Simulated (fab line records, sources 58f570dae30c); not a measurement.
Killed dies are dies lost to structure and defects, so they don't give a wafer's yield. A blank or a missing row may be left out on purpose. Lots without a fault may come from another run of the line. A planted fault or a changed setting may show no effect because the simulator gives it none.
Split-lot experiment | flow berkeley_cmos170 | 5 lots, 23 wafers read, on a route of 331 steps

THE SPLIT
At UCB170_FIELD_OXIDATION_01 (target thk 558.3 nm, ox time 7200 s), the setting ox_time_s was moved away from the recipe's 7200 s on 20 of the 23 wafers read, by -13.3% to +11.1%. The other wafers ran this setting at the recipe's value.

FROM THE SPLIT TO THE READING: what the file shows between them, 5 steps
- UCB170_FIELD_THK_MEAS_02
- UCB170_FIELD_ANNEAL_03: time 1200 s
- UCB170_FIELD_WET_ETCH_04: etches SiO2 in dHF, time 60 s
- UCB170_FIELD_WET_ETCH_05: etches Si3N4 in H3PO4, time 12600 s
- UCB170_FIELD_WET_ETCH_06: etches SiO2 in BOE, time 22 s

THE READING
FIELD_OXIDE_LEFT_1_THK, in nm, at UCB170_FIELD_THK_MEAS_90. Fault-free wafers of this fab line usually give 443 nm, standard deviation 9 nm.

wafer  | tool, chamber at the split | ox_time_s as run, s | against the recipe | FIELD_OXIDE_LEFT_1_THK, nm | against lot-mates on the recipe
L074.1 | -, -                       | 6239                | -13.3%             | 388                        | no lot-mate on the recipe
L074.3 | -, -                       | 6239                | -13.3%             | 396                        | no lot-mate on the recipe
L074.4 | -, -                       | 6239                | -13.3%             | 397                        | no lot-mate on the recipe
L074.5 | -, -                       | 6239                | -13.3%             | 393                        | no lot-mate on the recipe
L074.6 | -, -                       | 6239                | -13.3%             | 387                        | no lot-mate on the recipe
L077.2 | -, -                       | 7996                | +11.1%             | 489                        | no lot-mate on the recipe
L077.3 | -, -                       | 7996                | +11.1%             | 489                        | no lot-mate on the recipe
L077.4 | -, -                       | 7996                | +11.1%             | 494                        | no lot-mate on the recipe
L077.5 | -, -                       | 7996                | +11.1%             | 491                        | no lot-mate on the recipe
L077.6 | -, -                       | 7996                | +11.1%             | 484                        | no lot-mate on the recipe
L081.2 | -, -                       | 6261                | -13.0%             | 385                        | no lot-mate on the recipe
L081.3 | -, -                       | 6261                | -13.0%             | 389                        | no lot-mate on the recipe
L081.4 | -, -                       | 6261                | -13.0%             | 381                        | no lot-mate on the recipe
L081.5 | -, -                       | 6261                | -13.0%             | 376                        | no lot-mate on the recipe
L081.6 | -, -                       | 6261                | -13.0%             | 374                        | no lot-mate on the recipe
L084.1 | furnace-04, 0              | 7200                | recipe             | 446                        | -
L084.4 | furnace-04, 0              | 7200                | recipe             | 445                        | -
L084.5 | furnace-04, 0              | 7200                | recipe             | 443                        | -
L085.1 | -, -                       | 6828                | -5.2%              | 413                        | no lot-mate on the recipe
L085.3 | -, -                       | 6828                | -5.2%              | 416                        | no lot-mate on the recipe
L085.4 | -, -                       | 6828                | -5.2%              | 413                        | no lot-mate on the recipe
L085.5 | -, -                       | 6828                | -5.2%              | 417                        | no lot-mate on the recipe
L085.6 | -, -                       | 6828                | -5.2%              | 412                        | no lot-mate on the recipe

THE FIT
A straight line over all 23 wafers: FIELD_OXIDE_LEFT_1_THK changes by +4.26 nm for each +1% of ox_time_s; r = +0.99; the points scatter about the line by 6.5 nm.
Too few moved wafers have a lot-mate on the recipe to fit a line with each lot's own level taken away.

THE WHOLE CHAIN: every reading that the file lists as answering this split, in the file's order
step                      | what it does                        | reading                                                                            | change (the file's fit)              | r (the file's)
UCB170_FIELD_OXIDATION_01 | target thk 558.3 nm, ox time 7200 s | SiO2_of_FIELD_OXIDATION_01.thk_nm (the simulator's own value, which no gauge read) | +4.21 nm for each +1% of the setting | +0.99
UCB170_FIELD_THK_MEAS_02  |                                     | FIELD_OXIDE_THK                                                                    | +4.22 for each +1% of the setting    | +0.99
UCB170_FIELD_WET_ETCH_05  | etches Si3N4 in H3PO4, time 12600 s | SiO2_of_FIELD_OXIDATION_01.thk_nm (the simulator's own value, which no gauge read) | +4.28 nm for each +1% of the setting | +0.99
UCB170_FIELD_THK_MEAS_90  |                                     | FIELD_OXIDE_LEFT_1_THK                                                             | +4.26 for each +1% of the setting    | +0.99

THE FILE'S OWN FIT
FIELD_OXIDE_LEFT_1_THK changes by +4.26 nm for each +1% of ox_time_s, r = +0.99.
